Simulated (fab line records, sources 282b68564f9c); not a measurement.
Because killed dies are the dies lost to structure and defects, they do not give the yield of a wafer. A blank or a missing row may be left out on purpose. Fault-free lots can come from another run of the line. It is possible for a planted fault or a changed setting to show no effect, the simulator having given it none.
Struck lot and sound lot, side by side | flow rit cmos | 15 steps out of a route of 202
Sound: the wafers L798.2, L798.3, L798.4. Wafers L806.2, L806.4, L806.5 were the ones struck. The cause comes at the end.
Order at every step that has rows: each side's tool, ch and its chambers, its first start. Under that, the readings that differ: sound wafers | struck wafers | difference of the means | sigmas: that difference in standard deviations of wafers without a fault.
alike: readings with means less than 2 such deviations apart, plus words and numbers identical on both sides. not compared: withheld readings, readings lacking a value on some wafer, bounds such as >300 that could conceal the same value, and numbers that have no deviation in the record and whose values overlap.
The two part at a step that has a row with sigmas, a row that says differs or no value, or rows on one side only. Non-overlapping numbers with no deviation appear without sigmas and do not part them. A reading missing from all wafers of one side parts the sides only when that side holds two or more wafers.

RIT_GATE_THK_MEAS_07:
  sound: film metro-04 at day 4 21:58; struck: film metro-01 at day 6 20:30
  alike: GATE_OXIDE_THK
then, 1 step without rows for these wafers: RIT_GATE_CVD_08 (deposits poly-Si from SiH4, target thk 250 nm, time 2220 s).
RIT_GATE_THK_MEAS_09:
  sound: film metro-04 at day 4 23:38; struck: film metro-01 at day 6 22:16
  alike: GATE_POLY_THK
then, 6 steps without rows for these wafers: RIT_GATE_HMDS_10 (prime time 60 s); RIT_GATE_COAT_11 (resist thk 850 nm); RIT_GATE_SOFTBAKE_12 (time 60 s); RIT_GATE_EXPOSE_13 (exposes mask M6, target cd 150 nm); RIT_GATE_PEB_14; RIT_GATE_DEVELOP_15 (develop time 50 s).
RIT_GATE_CD_MEAS_16: the cd target is 150 nm.
  sound: cd sem-02 at day 5 00:41; struck: cd sem-02 at day 6 23:20
  alike: cd nm
RIT_GATE_OVL_MEAS_17:
  sound: overlay-01 at day 5 00:48; struck: overlay-02 at day 6 23:27
  alike: GATE_OVL
then, 1 step without rows for these wafers: RIT_GATE_HARDBAKE_18 (time 60 s).
RIT_GATE_ETCH_19: etches poly-Si in SF6/CHF3/O2, stops on SiO2, time 165 s, target depth 312.5 nm.
  sound on rie si-01 ch 0,1,2, day 5 00:59; struck on rie si-01 ch 0,1, day 6 23:43
  no value came back on the struck wafers for any of 6 readings (CHF3_flow_sccm (sccm), O2_flow_sccm (sccm) and others); on the sound wafers CHF3_flow_sccm (sccm) reads 30.13 29.78 29.97
  reading                                     | sound           | struck            | difference | sigmas
  model.NOVOLAK_of_GATE_COAT_11.thk nm (nm)   | 672 672.3 670.1 | 754.6 755.4 754.9 | +83.5      |
  model.SiO2_of_FOX2_OXIDATION_00.thk nm (nm) | 233.7 234.3 232 | 256.1 255 264.5   | +25.2      |
RIT_GATE_STRIP_20: strips in O2, time 180 s.
  sound on plasma asher-01 ch 0,1, day 5 01:05; struck on plasma asher-01 ch 0,1, day 6 23:50
  alike: drypump motor current A
  not compared: rf hours counter h
RIT_GATE_CD_MEAS_90: the cd target is 150 nm.
  sound: cd sem-02 at day 5 01:17; struck: cd sem-02 at day 7 00:02
  reading    | sound             | struck | difference                    | sigmas
  cd nm (nm) | 151.1 152.4 151.0 | - - -  | no value on the struck wafers |

WHERE THEY PART
Earliest at RIT_GATE_ETCH_19; latest, in this record, at RIT_GATE_CD_MEAS_90.

WHY: what had been put in by the simulator
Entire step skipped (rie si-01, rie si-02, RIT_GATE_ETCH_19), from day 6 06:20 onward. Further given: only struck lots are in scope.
